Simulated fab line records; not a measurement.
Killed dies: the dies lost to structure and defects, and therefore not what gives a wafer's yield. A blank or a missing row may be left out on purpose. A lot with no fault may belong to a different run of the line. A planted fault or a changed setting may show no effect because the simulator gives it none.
Check for tools in common || flow berkeley-cmos170 || Lots sampled 14, wafers sampled 42

== REASON IT WAS OPENED ==
UCB170_PWELL_TW_MEAS_17, reading PWELL_TW: flagged on 2 of 14 lots. Fault-free wafers read 378, with a standard deviation of 5.2.
Rule: a lot is flagged when every wafer of it that has a number lies more than 4 standard deviations from that mean, or none has a number. All remaining lots are regarded as sound.

{"lot": "L627", "measured": "day 3 09:10", "on": "film-metro-02", "PWELL_TW, wafer by wafer": "381 385 385", "flag": ""}
{"lot": "L628", "measured": "day 3 09:26", "on": "film-metro-03", "PWELL_TW, wafer by wafer": "370 368 368", "flag": ""}
{"lot": "L630", "measured": "day 3 20:32", "on": "film-metro-03", "PWELL_TW, wafer by wafer": "370 374 369", "flag": ""}
{"lot": "L629", "measured": "day 3 20:44", "on": "film-metro-02", "PWELL_TW, wafer by wafer": "383 384 383", "flag": ""}
{"lot": "L632", "measured": "day 4 05:38", "on": "film-metro-02", "PWELL_TW, wafer by wafer": "382 382 384", "flag": ""}
{"lot": "L633", "measured": "day 4 12:52", "on": "film-metro-02", "PWELL_TW, wafer by wafer": "385 382 384", "flag": ""}
{"lot": "L635", "measured": "day 5 02:41", "on": "film-metro-02", "PWELL_TW, wafer by wafer": "340 339 337", "flag": "FLAGGED"}
{"lot": "L636", "measured": "day 5 02:43", "on": "film-metro-02", "PWELL_TW, wafer by wafer": "382 382 383", "flag": ""}
{"lot": "L634", "measured": "day 5 02:46", "on": "film-metro-02", "PWELL_TW, wafer by wafer": "383 384 384", "flag": ""}
{"lot": "L639", "measured": "day 5 12:03", "on": "film-metro-02", "PWELL_TW, wafer by wafer": "339 340 338", "flag": "FLAGGED"}
{"lot": "L643", "measured": "day 6 11:55", "on": "film-metro-03", "PWELL_TW, wafer by wafer": "371 371 372", "flag": ""}
{"lot": "L645", "measured": "day 6 18:14", "on": "film-metro-04", "PWELL_TW, wafer by wafer": "377 375 373", "flag": ""}
{"lot": "L648", "measured": "day 7 17:05", "on": "film-metro-03", "PWELL_TW, wafer by wafer": "373 373 372", "flag": ""}
{"lot": "L649", "measured": "day 7 23:08", "on": "film-metro-04", "PWELL_TW, wafer by wafer": "374 376 372", "flag": ""}
The numbers of the flagged lots are 339 on average: -39 against the usual, or -8 standard deviations.

== TOOL THAT RAN EACH LOT ==
2 process steps preceding the reading are held in the record, out of 331 steps in the route. Cell contents, in order: the tool; ch with the chambers the sampled wafers went through; the start.
{"lot": "L627", "flag": "", "UCB170_ZERO_ETCH_06": "rie-diel-03 ch 0,1,3, day 1 23:22", "UCB170_PWELL_IMPLANT_15": "implanter-01 ch 0, day 3 08:55"}
{"lot": "L628", "flag": "", "UCB170_ZERO_ETCH_06": "rie-diel-01 ch 0,1,3, day 1 23:38", "UCB170_PWELL_IMPLANT_15": "implanter-03 ch 0, day 3 09:11"}
{"lot": "L630", "flag": "", "UCB170_ZERO_ETCH_06": "rie-diel-01 ch 0,2,3, day 2 13:34", "UCB170_PWELL_IMPLANT_15": "implanter-02 ch 0, day 3 20:19"}
{"lot": "L629", "flag": "", "UCB170_ZERO_ETCH_06": "rie-diel-04 ch 1,2, day 2 08:15", "UCB170_PWELL_IMPLANT_15": "implanter-01 ch 0, day 3 20:30"}
{"lot": "L632", "flag": "", "UCB170_ZERO_ETCH_06": "rie-diel-03 ch 0,1,3, day 2 20:41", "UCB170_PWELL_IMPLANT_15": "implanter-03 ch 0, day 4 05:23"}
{"lot": "L633", "flag": "", "UCB170_ZERO_ETCH_06": "rie-diel-03 ch 1,3, day 3 03:28", "UCB170_PWELL_IMPLANT_15": "implanter-03 ch 0, day 4 12:37"}
{"lot": "L635", "flag": "FLAGGED", "UCB170_ZERO_ETCH_06": "rie-diel-04 ch 1,2, day 3 13:51", "UCB170_PWELL_IMPLANT_15": "implanter-03 ch 0, day 5 02:19"}
{"lot": "L636", "flag": "", "UCB170_ZERO_ETCH_06": "rie-diel-03 ch 0,1, day 3 13:58", "UCB170_PWELL_IMPLANT_15": "implanter-02 ch 0, day 5 02:15"}
{"lot": "L634", "flag": "", "UCB170_ZERO_ETCH_06": "rie-diel-01 ch 2,3, day 3 10:21", "UCB170_PWELL_IMPLANT_15": "implanter-01 ch 0, day 5 02:26"}
{"lot": "L639", "flag": "FLAGGED", "UCB170_ZERO_ETCH_06": "rie-diel-01 ch 0,1, day 4 04:03", "UCB170_PWELL_IMPLANT_15": "implanter-03 ch 0, day 5 11:51"}
{"lot": "L643", "flag": "", "UCB170_ZERO_ETCH_06": "rie-diel-01 ch 1,3, day 5 03:50", "UCB170_PWELL_IMPLANT_15": "implanter-02 ch 0, day 6 11:40"}
{"lot": "L645", "flag": "", "UCB170_ZERO_ETCH_06": "rie-diel-01 ch 0,3, day 5 12:56", "UCB170_PWELL_IMPLANT_15": "implanter-02 ch 0, day 6 17:59"}
{"lot": "L648", "flag": "", "UCB170_ZERO_ETCH_06": "rie-diel-01 ch 1,2,3, day 6 07:13", "UCB170_PWELL_IMPLANT_15": "implanter-02 ch 0, day 7 16:50"}
{"lot": "L649", "flag": "", "UCB170_ZERO_ETCH_06": "rie-diel-03 ch 0,3, day 6 11:54", "UCB170_PWELL_IMPLANT_15": "implanter-02 ch 0, day 7 22:53"}
What these steps do:
- UCB170_ZERO_ETCH_06: etches SiO2 in CHF3/CF4/Ar, time 12 s.
- UCB170_PWELL_IMPLANT_15
- UCB170_PWELL_TW_MEAS_17

== FLAGGED AGAINST TOTAL, ONE TOOL AT A TIME (gauges that did the reading follow at the end) ==
{"step": "UCB170_ZERO_ETCH_06", "tool": "rie-diel-01", "lots run": 7, "flagged": 1, "share of the flagged lots": "some", "sound lots run after its first flagged lot": "3 (L643,L645,L648)"}
{"step": "UCB170_ZERO_ETCH_06", "tool": "rie-diel-03", "lots run": 5, "flagged": 0, "share of the flagged lots": "none", "sound lots run after its first flagged lot": "-"}
{"step": "UCB170_ZERO_ETCH_06", "tool": "rie-diel-04", "lots run": 2, "flagged": 1, "share of the flagged lots": "some", "sound lots run after its first flagged lot": 0}
{"step": "UCB170_PWELL_IMPLANT_15", "tool": "implanter-01", "lots run": 3, "flagged": 0, "share of the flagged lots": "none", "sound lots run after its first flagged lot": "-"}
{"step": "UCB170_PWELL_IMPLANT_15", "tool": "implanter-02", "lots run": 6, "flagged": 0, "share of the flagged lots": "none", "sound lots run after its first flagged lot": "-"}
{"step": "UCB170_PWELL_IMPLANT_15", "tool": "implanter-03", "lots run": 5, "flagged": 2, "share of the flagged lots": "all", "sound lots run after its first flagged lot": 0}
{"step": "UCB170_PWELL_TW_MEAS_17", "tool": "film-metro-02", "lots run": 8, "flagged": 2, "share of the flagged lots": "all", "sound lots run after its first flagged lot": "2 (L636,L634)"}
{"step": "UCB170_PWELL_TW_MEAS_17", "tool": "film-metro-03", "lots run": 4, "flagged": 0, "share of the flagged lots": "none", "sound lots run after its first flagged lot": "-"}
{"step": "UCB170_PWELL_TW_MEAS_17", "tool": "film-metro-04", "lots run": 2, "flagged": 0, "share of the flagged lots": "none", "sound lots run after its first flagged lot": "-"}

== THE TABLE: WHAT IT ALLOWS ==
Table rows that saw every flagged lot: 2, namely implanter-03 at UCB170_PWELL_IMPLANT_15 and film-metro-02 at UCB170_PWELL_TW_MEAS_17.
- implanter-03 at UCB170_PWELL_IMPLANT_15: 2 of its 5 lots flagged. Its last sound lot is L633 (day 4 12:37), its first flagged lot L635 (day 5 02:19): a fault that began between those two fits. Its own readings (dose-ions-cm2, faraday-current-uA) fall more than 4 standard deviations out on all wafers of the flagged lots.
- film-metro-02 at UCB170_PWELL_TW_MEAS_17: 2 of its 8 lots flagged. Sound lots followed the first flagged one (L636, L634) on it, something a lasting fault affecting the whole tool could not allow.
What remains is a single tool, implanter-03 at UCB170_PWELL_IMPLANT_15.

== WHAT THE SIMULATOR HAD PUT IN ==
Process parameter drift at UCB170_PWELL_IMPLANT_15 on implanter-03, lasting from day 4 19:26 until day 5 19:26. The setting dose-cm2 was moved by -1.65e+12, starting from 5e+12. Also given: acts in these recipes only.
Shown lots that were struck: L635, L639. The rule above found the same.
